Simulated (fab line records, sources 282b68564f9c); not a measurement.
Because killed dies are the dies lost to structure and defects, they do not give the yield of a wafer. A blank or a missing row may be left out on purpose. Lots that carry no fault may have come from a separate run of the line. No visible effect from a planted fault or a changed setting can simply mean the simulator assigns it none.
A struck lot beside a sound one :: flow rit_cmos :: 39 out of 202 route steps
Sound: the wafers L908.3, L908.4, L908.5. The struck wafers were L907.2, L907.4, L907.5. The cause is named last.
At each step with rows: each side's tool, then ch and its chambers, then its first start. Under that, the readings that differ: sound wafers :: struck wafers :: difference of the means :: sigmas: that difference in standard deviations of wafers without a fault.
alike: a reading whose means differ by less than 2 such deviations, as well as words and numbers matching on both sides. not compared: withheld readings; readings where some wafer has no value; bounds like >300 that might hide an equal value; numbers whose values overlap and for which the record gives no deviation.
A row with sigmas, a row that says differs or no value, or rows on one side alone: a step with any of these is where the two part. Non-overlapping numbers with no deviation appear without sigmas and do not part them. Lack of a reading on every wafer of one side parts them only where that side has two or more wafers.

first, 3 steps without rows for these wafers: RIT_GATE_EXPOSE_13 (exposes mask M6, target cd 150 nm); RIT_GATE_PEB_14; RIT_GATE_DEVELOP_15 (develop time 50 s).
RIT_GATE_CD_MEAS_16: the cd target is 150 nm.
  sound on cd_sem-01 at day 2 22:37; struck on cd_sem-02 at day 2 17:05
  alike: cd_nm
RIT_GATE_OVL_MEAS_17:
  sound on overlay-02 at day 2 22:42; struck on overlay-02 at day 2 17:11
  alike: GATE_OVL
then, 1 step without rows for these wafers: RIT_GATE_HARDBAKE_18 (time 60 s).
RIT_GATE_ETCH_19: etches poly-Si in SF6/CHF3/O2, stops on SiO2, time 165 s, target depth 312.5 nm.
  sound on rie_si-02 ch 2,3, day 2 22:52; struck on rie_si-01 ch 1,3, day 2 17:22
  alike: drypump_motor_current_A, oes_product_au, throttle_valve_pct
  not compared: rf_hours_counter_h
RIT_GATE_STRIP_20: strips in O2, time 180 s.
  sound on plasma_asher-03 ch 0,1, day 2 23:02; struck on plasma_asher-03 ch 0,1, day 2 17:28
  alike: drypump_motor_current_A
  not compared: rf_hours_counter_h
RIT_GATE_CD_MEAS_90: the cd target is 150 nm.
  sound on cd_sem-01 at day 2 23:12; struck on cd_sem-01 at day 2 17:40
  alike: cd_nm
then, 3 steps without rows for these wafers: RIT_REOX_CLEAN_00 (cleans in SC1, time 600 s); RIT_REOX_CLEAN_01 (cleans in dHF, time 30 s); RIT_REOX_CLEAN_02 (cleans in SC2, time 600 s).
RIT_REOX_OXIDATION_03: target thk 25.2 nm, ox time 5580 s.
  sound on furnace-03 ch 0, day 3 00:24; struck on furnace-03 ch 0, day 3 00:24
  alike: spike_tc_centre_C
RIT_REOX_THK_MEAS_04:
  sound on film_metro-01 at day 3 02:58; struck on film_metro-01 at day 3 03:01
reading: REOX_OXIDE_THK (nm)
sound: 26.0 25.6 25.5
struck: 40.5 39.8 40.4
difference: +14.5
sigmas: +28
then, 6 steps without rows for these wafers: RIT_NLDD_HMDS_00 (prime time 60 s); RIT_NLDD_COAT_01 (resist thk 1000 nm); RIT_NLDD_SOFTBAKE_02 (time 60 s); RIT_NLDD_EXPOSE_03 (exposes mask M7, target cd 40700 nm); RIT_NLDD_PEB_04; RIT_NLDD_DEVELOP_05 (develop time 50 s).
RIT_NLDD_OVL_MEAS_06:
  sound on overlay-02 at day 3 04:00; struck on overlay-01 at day 3 03:59
reading: NLDD_OVL (nm)
sound: 2.2 2.8 2.7
struck: -2.5 -1.7 0.5
difference: -3.8
sigmas: -3
then, 2 steps without rows for these wafers: RIT_NLDD_HARDBAKE_07 (time 60 s); RIT_NLDD_IMPLANT_08.
RIT_NLDD_STRIP_09: strips in O2, time 180 s.
  sound on plasma_asher-04 ch 0,1, day 3 04:23; struck on plasma_asher-03 ch 0,1, day 3 04:25
  alike: drypump_motor_current_A
  not compared: rf_hours_counter_h
RIT_NLDD_TW_MEAS_10:
  sound on film_metro-02 at day 3 04:31; struck on film_metro-01 at day 3 04:37
  alike: NLDD_TW
then, 6 steps without rows for these wafers: RIT_PLDD_HMDS_00 (prime time 60 s); RIT_PLDD_COAT_01 (resist thk 1000 nm); RIT_PLDD_SOFTBAKE_02 (time 60 s); RIT_PLDD_EXPOSE_03 (exposes mask M8, target cd 40900 nm); RIT_PLDD_PEB_04; RIT_PLDD_DEVELOP_05 (develop time 50 s).
RIT_PLDD_OVL_MEAS_06:
  sound on overlay-01 at day 3 05:25; struck on overlay-01 at day 3 05:34
  alike: PLDD_OVL
then, 2 steps without rows for these wafers: RIT_PLDD_HARDBAKE_07 (time 60 s); RIT_PLDD_IMPLANT_08.
RIT_PLDD_STRIP_09: strips in O2, time 180 s.
  sound on plasma_asher-02 ch 0,1, day 3 05:48; struck on plasma_asher-01 ch 0,1, day 3 05:53
  alike: drypump_motor_current_A
  not compared: rf_hours_counter_h
RIT_PLDD_TW_MEAS_10:
  sound on film_metro-03 at day 3 05:56; struck on film_metro-01 at day 3 06:05
  alike: PLDD_TW
RIT_SPACER_CLEAN_00: cleans in SC1, time 600 s.
  sound on wet_bench-01 ch 1, day 3 05:59; struck on wet_bench-04 ch 1, day 3 06:11
reading: model.SiO2_of_REOX_OXIDATION_03.thk_nm (nm)
sound: 23.98 23.64 23.47
struck: 37.34 36.72 37.26
difference: +13.41
sigmas: 
then, 1 step without rows for these wafers: RIT_SPACER_CLEAN_01 (cleans in dHF, time 30 s).
RIT_M1_PROBE_99:
  sound on prober-01 at day 3 20:32; struck on prober-02 at day 3 20:34
  alike: killed_at_front_end, killed_dies, killed_open, killed_short

## WHERE THEY PART
First at RIT_REOX_THK_MEAS_04; last, within this record, at RIT_NLDD_OVL_MEAS_06. Later steps at which nothing parts them and some readings are alike: RIT_NLDD_STRIP_09, RIT_NLDD_TW_MEAS_10, RIT_PLDD_OVL_MEAS_06, RIT_PLDD_STRIP_09, RIT_PLDD_TW_MEAS_10, RIT_M1_PROBE_99.

WHY: what the simulator had put in
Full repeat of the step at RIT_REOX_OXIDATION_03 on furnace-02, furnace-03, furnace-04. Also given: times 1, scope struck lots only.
